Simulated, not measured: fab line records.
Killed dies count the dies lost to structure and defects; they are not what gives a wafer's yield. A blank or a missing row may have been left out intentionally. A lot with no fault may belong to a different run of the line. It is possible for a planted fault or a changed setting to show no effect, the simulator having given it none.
fab line records ; flow rit_cmos
record: lots: 14; wafers: 42; last_day: 7
route steps=202 shown GATE@81
lots that met no fault: taken from a fault-free run of the same line
start_h: hours from the record's opening day to when the first of the lot's shown wafers began ; wait_h: hours elapsed since this lot's preceding step ; " the same as in the row above ; L1.1+2: one row covering several wafers at once ; - no value, or no start was given ; * or withheld: withheld ; < > ~ a bound
route shown NAME@n: names a module that has steps shown in the file, with the first one's number in the route ; usual: the fault-free wafers' mean and standard deviation ; same: alike in all rows ; chamber/n: place in a boat ; sites: each site's reading ; _std_site: their standard deviation ; _edge_site: inner sites' mean taken away from outer sites' mean ; radius_mm: for every site, how far away it sits from the centre of the wafer ; mask NAME#n: copy n ; behind: the tool/chamber that last shaped the wafer ; hold: why the lot went on hold/how many hours it stayed there/how the hold came to an end ; device: names the non-switching transistor (n, p or np) ; end of line: the route-end tests of the same wafers ; where a step has no rows: the recipe by itself ; killed: dies that structure and defects cost at the first sort, which is not the same as the wafer's yield ; map: a wafer's dies, x killed, . not, _ none there
set.NAME: the setting as run; set.NAME@STEP: as run at that earlier step ; model.NAME: the simulator's own value behind a step, which no gauge read
a sample of lots followed through the steps of the route, with each step as a table and each wafer as a row
services: when a tool's chamber went out of use (start_h, in hours from the record's first day, below 0 if earlier), for how many hours, and the reason
== steps ==
step: RIT_GATE_OXIDATION_05
recipe: temp_c: 900; ambient: O2; target_thk_a: 30; ox_time_s: 270
usual: spike_tc_centre_C: 903.1/1.1; spike_tc_load_C: 924/3.6; zone_power_source_pct: 26.5/0.56
lot.wafer;tool;chamber;start_h;wait_h;spike_tc_centre_C;spike_tc_load_C;zone_power_source_pct
L524.2;furnace-03;0;47.08;1.0;903.0;927;26.3
L524.5;furnace-03;0;47.08;1.0;903.8;926;26.8
L524.6;furnace-03;0;47.08;1.0;902.1;928;26.2
L525.4;furnace-01;0;53.37;2.4;902.4;918;27.5
L525.5;furnace-01;0;53.37;2.4;901.5;918;27.4
L525.6;furnace-01;0;53.37;2.4;903.4;920;27.1
L527.1;furnace-01;0;58.67;0.1;901.2;919;27.3
L527.3;furnace-01;0;58.67;0.1;900.0;919;26.9
L527.6;furnace-01;0;58.67;0.1;903.2;920;27.1
L528.1;furnace-03;0;67.14;2.6;903.5;928;26.3
L528.3;furnace-03;0;67.14;2.6;903.9;925;25.9
L528.5;furnace-03;0;67.14;2.6;902.7;927;26.0
L529.4;furnace-01;0;71.08;0.0;902.8;918;27.3
L529.5;furnace-01;0;71.08;0.0;902.7;917;26.9
L529.6;furnace-01;0;71.08;0.0;903.0;921;27.2
L530.1;furnace-04;0;73.32;0.1;902.5;926;26.5
L530.4;furnace-04;0;73.32;0.1;902.3;926;26.7
L530.6;furnace-04;0;73.32;0.1;903.3;924;26.2
L532.2;furnace-01;0;86.44;0.0;902.7;921;26.5
L532.4;furnace-01;0;86.44;0.0;903.6;920;27.0
L532.6;furnace-01;0;86.44;0.0;901.5;919;28.1
L533.3;furnace-04;0;94.19;1.1;901.3;925;26.4
L533.4;furnace-04;0;94.19;1.1;903.4;926;26.5
L533.5;furnace-04;0;94.19;1.1;905.1;925;26.0
L534.1;furnace-03;0;99.73;2.1;902.7;926;26.1
L534.2;furnace-03;0;99.73;2.1;902.5;926;25.6
L534.5;furnace-03;0;99.73;2.1;902.4;925;26.4
L539.2;furnace-03;0;119.32;0.2;902.3;926;25.9
L539.4;furnace-03;0;119.32;0.2;903.6;928;25.7
L539.6;furnace-03;0;119.32;0.2;903.3;926;25.8
L540.2;furnace-03;0;125.73;1.8;902.2;926;25.9
L540.5;furnace-03;0;125.73;1.8;903.3;928;26.1
L540.6;furnace-03;0;125.73;1.8;903.4;925;25.8
L543.2;furnace-04;0;138.29;0.0;902.9;925;26.4
L543.3;furnace-04;0;138.29;0.0;902.6;927;26.2
L543.4;furnace-04;0;138.29;0.0;904.5;927;26.3
L544.2;furnace-01;0;147.12;2.0;903.6;920;27.6
L544.5;furnace-01;0;147.12;2.0;901.9;920;27.3
L544.6;furnace-01;0;147.12;2.0;902.7;918;27.2
L545.1;furnace-01;0;150.20;1.1;903.3;917;27.3
L545.4;furnace-01;0;150.20;1.1;902.4;920;27.2
L545.6;furnace-01;0;150.20;1.1;902.1;919;27.4
step: RIT_GATE_THK_MEAS_07
recipe: reads: SiO2_of_GATE_OXIDATION_05
usual: GATE_OXIDE_THK: 2.98/0.065
lot.wafer;tool;chamber;start_h;wait_h;GATE_OXIDE_THK[nm]
L524.2;film_metro-02;-;48.71;0.0;3.04
L524.5;film_metro-02;-;48.71;0.0;2.99
L524.6;film_metro-02;-;48.71;0.0;2.97
L525.4;film_metro-04;-;56.04;0.0;3.02
L525.5;film_metro-04;-;56.04;0.0;3.10
L525.6;film_metro-04;-;56.04;0.0;3.02
L527.1;film_metro-01;-;60.00;0.0;2.90
L527.3;film_metro-01;-;60.00;0.0;2.89
L527.6;film_metro-01;-;60.00;0.0;2.94
L528.1;film_metro-02;-;69.05;0.0;3.01
L528.3;film_metro-02;-;69.05;0.0;2.90
L528.5;film_metro-02;-;69.05;0.0;2.98
L529.4;film_metro-04;-;72.43;0.0;3.02
L529.5;film_metro-04;-;72.43;0.0;2.88
L529.6;film_metro-04;-;72.43;0.0;2.89
L530.1;film_metro-02;-;75.96;0.0;2.77
L530.4;film_metro-02;-;75.96;0.0;2.84
L530.6;film_metro-02;-;75.96;0.0;2.85
L532.2;film_metro-04;-;87.78;0.0;3.07
L532.4;film_metro-04;-;87.78;0.0;3.09
L532.6;film_metro-04;-;87.78;0.0;3.07
L533.3;film_metro-02;-;99.37;0.0;2.87
L533.4;film_metro-02;-;99.37;0.0;2.88
L533.5;film_metro-02;-;99.37;0.0;2.93
L534.1;film_metro-04;-;101.05;0.0;3.02
L534.2;film_metro-04;-;101.05;0.0;2.91
L534.5;film_metro-04;-;101.05;0.0;2.95
L539.2;film_metro-02;-;120.66;0.0;3.32
L539.4;film_metro-02;-;120.66;0.0;3.30
L539.6;film_metro-02;-;120.66;0.0;3.32
L540.2;film_metro-01;-;129.00;0.0;3.31
L540.5;film_metro-01;-;129.00;0.0;3.24
L540.6;film_metro-01;-;129.00;0.0;3.30
L543.2;film_metro-01;-;140.12;0.0;3.02
L543.3;film_metro-01;-;140.12;0.0;3.00
L543.4;film_metro-01;-;140.12;0.0;2.97
L544.2;film_metro-04;-;148.46;0.0;2.96
L544.5;film_metro-04;-;148.46;0.0;3.00
L544.6;film_metro-04;-;148.46;0.0;3.01
L545.1;film_metro-02;-;153.45;0.0;3.00
L545.4;film_metro-02;-;153.45;0.0;3.02
L545.6;film_metro-02;-;153.45;0.0;2.98
== services ==
tool;chamber;start_h;hours;kind
furnace-04;-;26.12;3.6;pm
furnace-03;-;50.70;3.2;pm
furnace-04;-;148.98;3.5;pm
== key ==
first_sign: step: RIT_GATE_THK_MEAS_07; reading: GATE_OXIDE_THK; direction: up; sigmas: 4.9; usual: 2.98; struck: 3.30
effect none on later readings
met_at RIT_GATE_OXIDATION_05
struck_lots L539,L540
tester_left_out L539,L540
onset_between 99.73 119.32
fault: kind: process_parameter_drift; tool: furnace-03; chamber: -; onset_h: 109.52; steps: RIT_GATE_OXIDATION_05; channel: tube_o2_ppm; offset: 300; shape: step; end_h: 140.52
tester_left_out: of these lots the tester's yield and bins aren't shown, on N5 and GAA mostly nor the transistor test; their killed dies are dies lost to structure and defects alone, not to doping, threshold or leakage, so they don't give the yield
